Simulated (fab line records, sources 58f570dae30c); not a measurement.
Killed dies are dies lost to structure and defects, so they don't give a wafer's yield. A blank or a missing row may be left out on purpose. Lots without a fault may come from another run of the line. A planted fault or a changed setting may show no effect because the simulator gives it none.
Problem report in the 8D (eight disciplines) form, filled by code | flow berkeley_cmos170 | the parts of the form that need people (team, actions taken, sign-off) are left out

1. THE PROBLEM
exposure_dose_mJ_cm2 at UCB170_GATE_EXPOSE_09 reads a mean of 20.838 on 3 wafers of 1 lot; wafers without a fault read 20.989 with a standard deviation of 0.023. That is -6.6 standard deviations from the usual mean.
The step: exposes mask POLY, target cd 350 nm.
First seen on wafer L537.1, day 10 11:11, on krf_scanner-02. The record holds 15 wafers of 5 lots with a number at this step. Rule for "out", or "out of limits": more than 4 standard deviations from the usual mean. The other wafers with a number count as sound.

2. WHAT IT IS AND WHAT IT IS NOT
question                    | is                     | is not
which readings at this step | exposure_dose_mJ_cm2   | reticle_temp_C
which lots                  | L537                   | L529, L532, L538, L540
which wafers of those lots  | all that have a number | -
read on which tools         | krf_scanner-02         | krf_scanner-01
when                        | from day 10 11:11      | up to then (6 sound wafers); but 6 sound wafers of L538, L540 came after

3. SUSPECTS, AND WHAT RULES EACH OUT
Counting: a tool at a process step up to the reading stays a suspect if it ran every lot that is out and no sound lot after the first of them.
- plasma_asher-04 at UCB170_PVT_STRIP_08 (strips in O2): ruled out as a lasting fault. Sound lots L540 ran on it after its first lot that is out, L537 (day 9 23:16).
- krf_scanner-02 at UCB170_GATE_EXPOSE_09 (exposes mask POLY, target cd 350 nm): kept. It ran the lot that is out, L537 (day 10 11:11), and no sound lot after that; its last sound lot up to then is L532 (day 9 06:23). Its own readings are out on those wafers: exposure_dose_mJ_cm2.
Left after counting: krf_scanner-02 at UCB170_GATE_EXPOSE_09.

4. THE CAUSE (what the simulator had put in)
Process parameter drift: krf_scanner-02, from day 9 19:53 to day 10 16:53, at UCB170_GATE_EXPOSE_09. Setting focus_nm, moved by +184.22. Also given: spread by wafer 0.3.
Counting left only this tool.

5. THE CHAIN OF EFFECTS, in route order
Each row: a reading whose mean over the struck wafers that have a number lies more than 3 standard deviations from the usual. Only readings for which the record gives a usual standard deviation are gone through. hours: the time from each lot's start at the first step in this table that gives one to its start at this step, as a median over the lots. sigmas: the change in usual standard deviations.
hours | step                  | reading              | usual  | on struck wafers | change | sigmas
0     | UCB170_GATE_EXPOSE_09 | exposure_dose_mJ_cm2 | 20.989 | 20.838           | -0.151 | -6.6
The process steps in it:
- UCB170_GATE_EXPOSE_09: exposes mask POLY, target cd 350 nm.
Later measuring or inspecting steps at which every struck wafer that the step has a row for has a number for every such reading, and none has moved that far: UCB170_GATE_CD_MEAS_12, UCB170_GATE_OVL_MEAS_13, UCB170_GATE_CD_MEAS_90, UCB170_PLDD_CD_MEAS_06, UCB170_PLDD_OVL_MEAS_07, UCB170_PLDD_TW_MEAS_11, UCB170_NLDD_CD_MEAS_06.

6. WHAT WOULD HAVE CAUGHT IT SOONER
In this record the first reading out of limits was taken at day 10 11:11, 15 hours after the fault began at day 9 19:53.
